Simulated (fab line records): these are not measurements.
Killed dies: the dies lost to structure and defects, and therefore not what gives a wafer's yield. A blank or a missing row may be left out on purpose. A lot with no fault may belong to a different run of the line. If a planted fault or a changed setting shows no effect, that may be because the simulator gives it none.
fab line records | flow berkeleyCmos170
record lots=14 | wafers=42 | lastDay=11
route steps=331 shown PWELL@37 SCREENOX@102 PSD@182 V1@268
lots untouched by any fault: they come from a run of this same line in which no faults occurred
startH: the number of hours between the record's first day and the start of the first shown wafer of the lot | waitH: hours elapsed since this lot's preceding step | " unchanged from the row above | L1.1+2: one row covering several wafers at once | - no value, or no start was given | * or withheld: withheld | < > ~ a bound
route shown NAME@n: names a module that has steps shown in the file, with the first one's number in the route | usual: mean and standard deviation over wafers with no fault | same: alike in all rows | chamber/n: place in a boat | sites: per-site readings | _std_site: how widely they spread, as a standard deviation | _edge_site: inner sites' mean taken away from outer sites' mean | radiusMm: for every site, how far away it sits from the centre of the wafer | mask NAME#n: copy n | behind: the last tool/chamber to shape the wafer | hold: reason for holding the lot/hours on hold/outcome of the hold | device: the transistor (n, p or np) that didn't switch | end of line: the route-end tests of the same wafers | step lacking rows: just its recipe | killed: at the first sort, the dies lost to defects and structure; wafer yield is something else | map: a wafer's dies, marking killed ones x, the rest . and places with no die _
set.NAME: the setting that was run; set.NAME@STEP: the one run at that earlier step | model.NAME: the simulator's own value behind a step, which no gauge read
steps of the route over a sample of lots; a table a step, a row a wafer
services: from which hour (startH, from the record's first day; less than 0 if before it) a tool's chamber was out of use, for how many hours, and why
## steps
# step UCB170_PWELL_THK_MEAS_03
# recipe reads=SiO2_of_PWELL_OXIDATION_02
# usual PWELL_OXIDE_THK=26.5/0.44
lot.wafer | tool         | chamber | startH | waitH | PWELL_OXIDE_THK[nm]
L949.2    | filmMetro-02 | -       | 38.57  | 0.0   | 27.2
L949.4    | "            | -       | "      | "     | 26.7
L949.6    | "            | -       | "      | "     | 26.7
L950.1    | filmMetro-01 | -       | 47.47  | 0.0   | 26.3
L950.4    | "            | -       | "      | "     | 26.6
L950.5    | "            | -       | "      | "     | 26.3
L951.3    | filmMetro-01 | -       | 53.51  | 0.0   | 27.1
L951.4    | "            | -       | "      | "     | 27.3
L951.5    | "            | -       | "      | "     | 26.9
L953.2    | filmMetro-01 | -       | 63.68  | 0.0   | 25.9
L953.4    | "            | -       | "      | "     | 25.9
L953.5    | "            | -       | "      | "     | 26.0
L955.2    | filmMetro-01 | -       | 70.13  | 0.0   | 26.4
L955.4    | "            | -       | "      | "     | 26.6
L955.6    | "            | -       | "      | "     | 26.8
L954.1    | filmMetro-01 | -       | 70.18  | 0.1   | 26.5
L954.2    | "            | -       | "      | "     | 26.1
L954.4    | "            | -       | "      | "     | 26.1
L959.1    | filmMetro-01 | -       | 88.39  | 0.0   | 26.3
L959.2    | "            | -       | "      | "     | 26.4
L959.6    | "            | -       | "      | "     | 26.7
L964.2    | filmMetro-02 | -       | 110.42 | 0.0   | 26.2
L964.3    | "            | -       | "      | "     | 26.4
L964.6    | "            | -       | "      | "     | 26.3
L962.1    | filmMetro-02 | -       | 110.47 | 0.1   | 26.9
L962.5    | "            | -       | "      | "     | 26.5
L962.6    | "            | -       | "      | "     | 26.8
L965.4    | filmMetro-01 | -       | 118.89 | 0.0   | 25.6
L965.5    | "            | -       | "      | "     | 25.5
L965.6    | "            | -       | "      | "     | 25.8
L968.1    | filmMetro-02 | -       | 136.54 | 0.0   | 26.6
L968.4    | "            | -       | "      | "     | 27.3
L968.5    | "            | -       | "      | "     | 26.9
L970.2    | filmMetro-02 | -       | 144.40 | 0.0   | 26.5
L970.4    | "            | -       | "      | "     | 26.4
L970.6    | "            | -       | "      | "     | 26.5
L971.3    | filmMetro-02 | -       | 145.76 | 0.0   | 26.7
L971.4    | "            | -       | "      | "     | 26.8
L971.6    | "            | -       | "      | "     | 26.7
L972.1    | filmMetro-01 | -       | 150.67 | 0.0   | 26.6
L972.2    | "            | -       | "      | "     | 26.3
L972.5    | "            | -       | "      | "     | 26.5
# step UCB170_SCREENOX_THK_MEAS_02
# recipe reads=SiO2_of_SCREENOX_OXIDATION_01
# usual SCREENOX_OXIDE_THK=14.38/0.24
lot.wafer | tool         | chamber | startH | waitH | SCREENOX_OXIDE_THK[nm]
L949.2    | filmMetro-02 | -       | 95.32  | 0.0   | 14.66
L949.4    | "            | -       | "      | "     | 14.38
L949.6    | "            | -       | "      | "     | 14.19
L950.1    | filmMetro-03 | -       | 104.19 | 0.0   | 14.54
L950.4    | "            | -       | "      | "     | 14.57
L950.5    | "            | -       | "      | "     | 14.46
L951.3    | filmMetro-02 | -       | 116.34 | 0.0   | 14.26
L951.4    | "            | -       | "      | "     | 14.54
L951.5    | "            | -       | "      | "     | 14.41
L954.1    | filmMetro-03 | -       | 121.64 | 0.0   | 14.29
L954.2    | "            | -       | "      | "     | 14.05
L954.4    | "            | -       | "      | "     | 13.95
L953.2    | filmMetro-04 | -       | 121.65 | 0.0   | 14.20
L953.4    | "            | -       | "      | "     | 13.99
L953.5    | "            | -       | "      | "     | 13.85
L955.2    | filmMetro-02 | -       | 121.65 | 0.0   | 14.25
L955.4    | "            | -       | "      | "     | 14.39
L955.6    | "            | -       | "      | "     | 14.45
L959.1    | filmMetro-03 | -       | 145.47 | 0.0   | 14.35
L959.2    | "            | -       | "      | "     | 14.35
L959.6    | "            | -       | "      | "     | 14.50
L962.1    | filmMetro-04 | -       | 169.09 | 0.0   | 14.51
L962.5    | "            | -       | "      | "     | 14.44
L962.6    | "            | -       | "      | "     | 14.42
L964.2    | filmMetro-02 | -       | 169.10 | 0.0   | 14.46
L964.3    | "            | -       | "      | "     | 14.34
L964.6    | "            | -       | "      | "     | 14.20
L965.4    | filmMetro-03 | -       | 179.75 | 0.0   | 14.51
L965.5    | "            | -       | "      | "     | 14.71
L965.6    | "            | -       | "      | "     | 14.67
L968.1    | filmMetro-02 | -       | 200.00 | 0.0   | 14.54
L968.4    | "            | -       | "      | "     | 14.59
L968.5    | "            | -       | "      | "     | 14.62
L970.2    | filmMetro-04 | -       | 206.03 | 0.0   | 14.07
L970.4    | "            | -       | "      | "     | 13.99
L970.6    | "            | -       | "      | "     | 13.97
L972.1    | filmMetro-02 | -       | 211.69 | 0.0   | 14.74
L972.2    | "            | -       | "      | "     | 14.59
L972.5    | "            | -       | "      | "     | 14.66
L971.3    | filmMetro-04 | -       | 211.71 | 0.0   | 14.28
L971.4    | "            | -       | "      | "     | 14.26
L971.6    | "            | -       | "      | "     | 14.02
# step UCB170_PSD_OVL_MEAS_07
# usual PSD_OVL=2/6.5
lot.wafer | tool       | chamber | startH | waitH | PSD_OVL[nm]
L949.2    | overlay-01 | -       | 119.78 | 0.1   | 6
L949.4    | "          | -       | "      | "     | 3
L949.6    | "          | -       | "      | "     | 5
L950.1    | overlay-02 | -       | 135.10 | 0.1   | 9
L950.4    | "          | -       | "      | "     | 5
L950.5    | "          | -       | "      | "     | 2
L955.2    | overlay-02 | -       | 146.63 | 0.1   | 3
L955.4    | "          | -       | "      | "     | 1
L955.6    | "          | -       | "      | "     | 10
L951.3    | overlay-01 | -       | 147.62 | 0.1   | 13
L951.4    | "          | -       | "      | "     | 12
L951.5    | "          | -       | "      | "     | 10
L953.2    | overlay-02 | -       | 147.77 | 0.1   | -1
L953.4    | "          | -       | "      | "     | 4
L953.5    | "          | -       | "      | "     | -5
L954.1    | overlay-01 | -       | 149.43 | 0.1   | -1
L954.2    | "          | -       | "      | "     | -2
L954.4    | "          | -       | "      | "     | 5
L959.1    | overlay-01 | -       | 172.15 | 0.1   | 3
L959.2    | "          | -       | "      | "     | 6
L959.6    | "          | -       | "      | "     | 1
L964.2    | overlay-01 | -       | 198.88 | 0.1   | -12
L964.3    | "          | -       | "      | "     | 5
L964.6    | "          | -       | "      | "     | -9
L962.1    | overlay-02 | -       | 198.99 | 0.1   | -10
L962.5    | "          | -       | "      | "     | 0
L962.6    | "          | -       | "      | "     | -8
L965.4    | overlay-01 | -       | 210.09 | 0.1   | 3
L965.5    | "          | -       | "      | "     | -8
L965.6    | "          | -       | "      | "     | -5
L968.1    | overlay-01 | -       | 233.43 | 0.1   | 6
L968.4    | "          | -       | "      | "     | 1
L968.5    | "          | -       | "      | "     | 2
L970.2    | overlay-02 | -       | 233.68 | 0.1   | 7
L970.4    | "          | -       | "      | "     | 1
L970.6    | "          | -       | "      | "     | 5
L971.3    | overlay-02 | -       | 241.62 | 0.1   | -9
L971.4    | "          | -       | "      | "     | -7
L971.6    | "          | -       | "      | "     | -3
L972.1    | overlay-01 | -       | 241.89 | 0.1   | 16
L972.2    | "          | -       | "      | "     | 13
L972.5    | "          | -       | "      | "     | 17
# step UCB170_V1_ETCH_14
# recipe chemistry=CHF3/CF4/Ar | target=SiO2 | stopOn=Al | CHF3_flow_sccm=45 | cf4FlowSccm=15 | Ar_flow_sccm=150 | pressureMtorr=200 | rfW=700 | targetDepthA=12500 | overEtchFrac=0.25 | timeS=291
# usual drypumpMotorCurrentA=5.6/0.55 | oesProductAu=0.869/0.015 | overEtchFrac=0.25/0 | throttleValvePct=7.01/0.11
lot.wafer | tool       | chamber | startH | waitH | drypumpMotorCurrentA | oesProductAu | overEtchFrac | rfHoursCounterH | throttleValvePct
L949.2    | rieDiel-04 | 0       | 140.21 | 0.0   | 5.1                  | 0.871        | 0.25         | 58              | 7.01
L949.4    | "          | 3       | "      | "     | 5.2                  | 0.876        | 0.25         | 31              | 6.89
L949.6    | "          | 3       | "      | "     | 5.2                  | 0.878        | 0.25         | -               | 6.91
L950.1    | rieDiel-04 | 3       | 155.33 | 0.0   | 5.2                  | 0.875        | 0.25         | 32              | 6.91
L950.4    | "          | 1       | "      | "     | 5.1                  | 0.886        | 0.25         | 2               | 7.16
L950.5    | "          | 2       | "      | "     | 5.7                  | 0.850        | 0.25         | -               | 7.06
L955.2    | rieDiel-03 | 0       | 168.66 | 0.0   | 6.1                  | 0.870        | 0.25         | 112             | 7.04
L955.4    | "          | 2       | "      | "     | 6.6                  | 0.877        | 0.25         | 31              | 7.18
L955.6    | "          | 3       | "      | "     | 5.5                  | 0.881        | 0.25         | -               | 7.02
L951.3    | rieDiel-03 | 3       | 169.21 | 0.0   | 5.6                  | 0.867        | 0.25         | 42              | 7.01
L951.4    | "          | 0       | "      | "     | 6.0                  | 0.864        | 0.25         | 112             | 7.02
L951.5    | "          | 2       | "      | "     | 6.6                  | 0.875        | 0.25         | -               | 7.19
L954.1    | rieDiel-02 | 3       | 169.26 | 0.0   | 5.7                  | 0.880        | 0.25         | 20              | 7.06
L954.2    | "          | 1       | "      | "     | 5.1                  | 0.856        | 0.25         | 9               | 7.02
L954.4    | "          | 0       | "      | "     | 5.1                  | 0.881        | 0.25         | 20              | 6.87
L953.2    | rieDiel-04 | 2       | 169.38 | 0.0   | 5.7                  | 0.765        | 0.5421       | 116             | 7.07
L953.4    | "          | 3       | "      | "     | 5.2                  | 0.787        | 0.5421       | 33              | 6.90
L953.5    | "          | 1       | "      | "     | 5.1                  | 0.799        | 0.5421       | -               | 7.15
L959.1    | rieDiel-04 | 3       | 191.44 | 0.0   | 5.2                  | 0.785        | 0.5421       | 34              | 6.91
L959.2    | "          | 2       | "      | "     | 5.7                  | 0.764        | 0.5421       | 117             | 7.07
L959.6    | "          | 0       | "      | "     | 5.1                  | 0.774        | 0.5421       | -               | 7.00
L962.1    | rieDiel-03 | 2       | 219.17 | 0.0   | 6.6                  | 0.881        | 0.25         | 33              | 7.16
L962.5    | "          | 3       | "      | "     | 5.5                  | 0.878        | 0.25         | -               | 7.01
L962.6    | "          | 0       | "      | "     | 6.0                  | 0.868        | 0.25         | -               | 7.04
L964.2    | rieDiel-02 | 2       | 219.47 | 0.0   | 6.7                  | 0.859        | 0.25         | 87              | 6.80
L964.3    | "          | 0       | "      | "     | 5.1                  | 0.885        | 0.25         | 22              | 6.88
L964.6    | "          | 3       | "      | "     | 5.7                  | 0.883        | 0.25         | -               | 7.06
L965.4    | rieDiel-02 | 2       | 235.43 | 0.0   | 6.7                  | 0.856        | 0.25         | 88              | 6.77
L965.5    | "          | 0       | "      | "     | 5.1                  | 0.881        | 0.25         | -               | 6.88
L965.6    | "          | 1       | "      | "     | 5.1                  | 0.849        | 0.25         | -               | 7.04
L968.1    | rieDiel-04 | 2       | 252.31 | 0.0   | 5.7                  | 0.863        | 0.25         | 120             | 7.06
L968.4    | "          | 1       | "      | "     | 5.1                  | 0.889        | 0.25         | 7               | 7.15
L968.5    | "          | 2       | "      | "     | 5.7                  | 0.860        | 0.25         | -               | 7.07
L970.2    | rieDiel-02 | 1       | 252.38 | 0.0   | 5.1                  | 0.844        | 0.25         | 13              | 7.03
L970.4    | "          | 0       | "      | "     | 5.1                  | 0.890        | 0.25         | 24              | 6.87
L970.6    | "          | 1       | "      | "     | 5.1                  | 0.845        | 0.25         | -               | 7.03
L971.3    | rieDiel-03 | 0       | 259.20 | 0.0   | 6.1                  | 0.873        | 0.25         | 115             | 7.02
L971.4    | "          | 3       | "      | "     | 5.6                  | 0.874        | 0.25         | 44              | 7.01
L971.6    | "          | 2       | "      | "     | 6.6                  | 0.887        | 0.25         | -               | 7.17
L972.1    | rieDiel-03 | 1       | 259.52 | 0.0   | 5.6                  | 0.847        | 0.25         | 131             | 6.96
L972.2    | "          | 3       | "      | "     | 5.5                  | 0.872        | 0.25         | 44              | 7.00
L972.5    | "          | 0       | "      | "     | 6.1                  | 0.878        | 0.25         | -               | 7.04
# step UCB170_V1_STRIP_15
# recipe chemistry=O2 | powerW=400 | pressureMtorr=3500 | platenTempC=withheld | o2FlowSccm=400 | overashFraction=0.5
# usual drypumpMotorCurrentA=5.5/0.46 | oesProductAu=0.722/0.0047 | stripTimeToEndpointS=15.30/0.087
lot.wafer | tool           | chamber | startH | waitH | drypumpMotorCurrentA | oesProductAu | rfHoursCounterH | stripTimeToEndpointS
L949.2    | plasmaAsher-04 | 1       | 140.39 | 0.1   | 5.7                  | 0.730        | 3               | 15.23
L949.4    | "              | 0       | "      | "     | 5.3                  | 0.717        | -               | 15.20
L949.6    | "              | 0       | "      | "     | 5.3                  | 0.728        | -               | 15.20
L950.1    | plasmaAsher-04 | 0       | 155.50 | 0.1   | 5.3                  | 0.729        | 6               | 15.36
L950.4    | "              | 1       | "      | "     | 5.7                  | 0.725        | -               | 15.27
L950.5    | "              | 0       | "      | "     | 5.3                  | 0.721        | -               | 15.26
L955.2    | plasmaAsher-01 | 0       | 168.84 | 0.1   | 5.5                  | 0.720        | 42              | 15.19
L955.4    | "              | 0       | "      | "     | 5.5                  | 0.727        | -               | 15.18
L955.6    | "              | 0       | "      | "     | 5.5                  | 0.714        | -               | 15.11
L951.3    | plasmaAsher-04 | 0       | 169.43 | 0.1   | 5.3                  | 0.719        | -               | 15.24
L951.4    | "              | 1       | "      | "     | 5.7                  | 0.724        | -               | 15.39
L951.5    | "              | 0       | "      | "     | 5.3                  | 0.727        | -               | 15.29
L954.1    | plasmaAsher-01 | 0       | 169.44 | 0.1   | 5.5                  | 0.723        | 43              | 15.35
L954.2    | "              | 1       | "      | "     | 4.8                  | 0.725        | 43              | 15.21
L954.4    | "              | 0       | "      | "     | 5.5                  | 0.719        | -               | 15.20
L953.2    | plasmaAsher-03 | 1       | 169.56 | 0.1   | 5.2                  | 0.719        | 39              | 13.72
L953.4    | "              | 0       | "      | "     | 6.3                  | 0.711        | -               | 13.77
L953.5    | "              | 0       | "      | "     | 6.3                  | 0.720        | -               | 13.81
L959.1    | plasmaAsher-03 | 0       | 191.62 | 0.1   | 6.3                  | 0.722        | 42              | 13.79
L959.2    | "              | 1       | "      | "     | 5.2                  | 0.727        | 42              | 13.90
L959.6    | "              | 1       | "      | "     | 5.2                  | 0.725        | -               | 13.98
L962.1    | plasmaAsher-04 | 0       | 219.35 | 0.1   | 5.3                  | 0.728        | 12              | 15.31
L962.5    | "              | 1       | "      | "     | 5.7                  | 0.720        | -               | 15.24
L962.6    | "              | 0       | "      | "     | 5.3                  | 0.718        | -               | 15.30
L964.2    | plasmaAsher-04 | 1       | 219.65 | 0.1   | 5.7                  | 0.721        | 12              | 15.19
L964.3    | "              | 0       | "      | "     | 5.3                  | 0.714        | -               | 15.21
L964.6    | "              | 1       | "      | "     | 5.7                  | 0.719        | -               | 15.13
L965.4    | plasmaAsher-04 | 0       | 235.64 | 0.1   | 5.3                  | 0.719        | -               | 15.34
L965.5    | "              | 0       | "      | "     | 5.3                  | 0.734        | -               | 15.27
L965.6    | "              | 1       | "      | "     | 5.7                  | 0.717        | -               | 15.28
L968.1    | plasmaAsher-03 | 0       | 252.48 | 0.1   | 6.3                  | 0.711        | 48              | 15.40
L968.4    | "              | 1       | "      | "     | 5.2                  | 0.722        | -               | 15.43
L968.5    | "              | 1       | "      | "     | 5.2                  | 0.720        | -               | 15.34
L970.2    | plasmaAsher-01 | 1       | 252.56 | 0.1   | 4.8                  | 0.727        | 51              | 15.21
L970.4    | "              | 1       | "      | "     | 4.8                  | 0.722        | -               | 15.21
L970.6    | "              | 1       | "      | "     | 4.8                  | 0.727        | -               | 15.28
L971.3    | plasmaAsher-03 | 1       | 259.41 | 0.1   | 5.2                  | 0.723        | -               | 15.20
L971.4    | "              | 0       | "      | "     | 6.3                  | 0.720        | -               | 15.22
L971.6    | "              | 0       | "      | "     | 6.3                  | 0.725        | -               | 15.20
L972.1    | plasmaAsher-03 | 1       | 259.70 | 0.1   | 5.1                  | 0.725        | 49              | 15.34
L972.2    | "              | 0       | "      | "     | 6.4                  | 0.720        | 49              | 15.23
L972.5    | "              | 0       | "      | "     | 6.3                  | 0.724        | -               | 15.27
## services
tool           | chamber | startH | hours | kind
rieDiel-04     | 0       | 118.22 | 2.3   | repair
plasmaAsher-04 | 0       | 119.62 | -     | clean
plasmaAsher-04 | 1       | 119.62 | -     | clean
rieDiel-03     | 2       | 125.00 | 7.5   | repair
plasmaAsher-01 | -       | 146.76 | 3.8   | repair
plasmaAsher-03 | -       | 149.72 | 6.0   | repair
plasmaAsher-01 | -       | 164.80 | 3.3   | repair
rieDiel-03     | 3       | 169.67 | 10.1  | repair
rieDiel-03     | 3       | 180.94 | 9.5   | repair
rieDiel-02     | 1       | 184.35 | 15.8  | repair
rieDiel-03     | -       | 197.09 | 3.0   | repair
rieDiel-04     | 3       | 201.36 | 11.7  | repair
rieDiel-04     | 3       | 240.96 | 5.7   | repair
## key
firstSign step=UCB170_V1_ETCH_14 | reading=overEtchFrac | direction=up | sigmas=99+ | usual=0.25 | struck=0.5421
effect step=UCB170_V1_ETCH_14 | reading=oesProductAu | direction=down | sigmas=6 | usual=0.869 | struck=0.779
effect step=UCB170_V1_STRIP_15 | reading=stripTimeToEndpointS | direction=down | sigmas=17 | usual=* | struck=*
metAt UCB170_V1_ETCH_14
struckLots L953,L959
notActingAt UCB170_PWELL_THK_MEAS_03,UCB170_SCREENOX_THK_MEAS_02,UCB170_PSD_OVL_MEAS_07
onsetBetween 155.33 169.38
fault kind=processParameterDrift | tool=rieDiel-04 | chamber=- | onsetH=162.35 | steps=UCB170_V1_ETCH_14 | channel=overEtchFrac | offset=0.2921 | shape=step | endH=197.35 | actsIn=theseRecipesOnly | stated=0.25
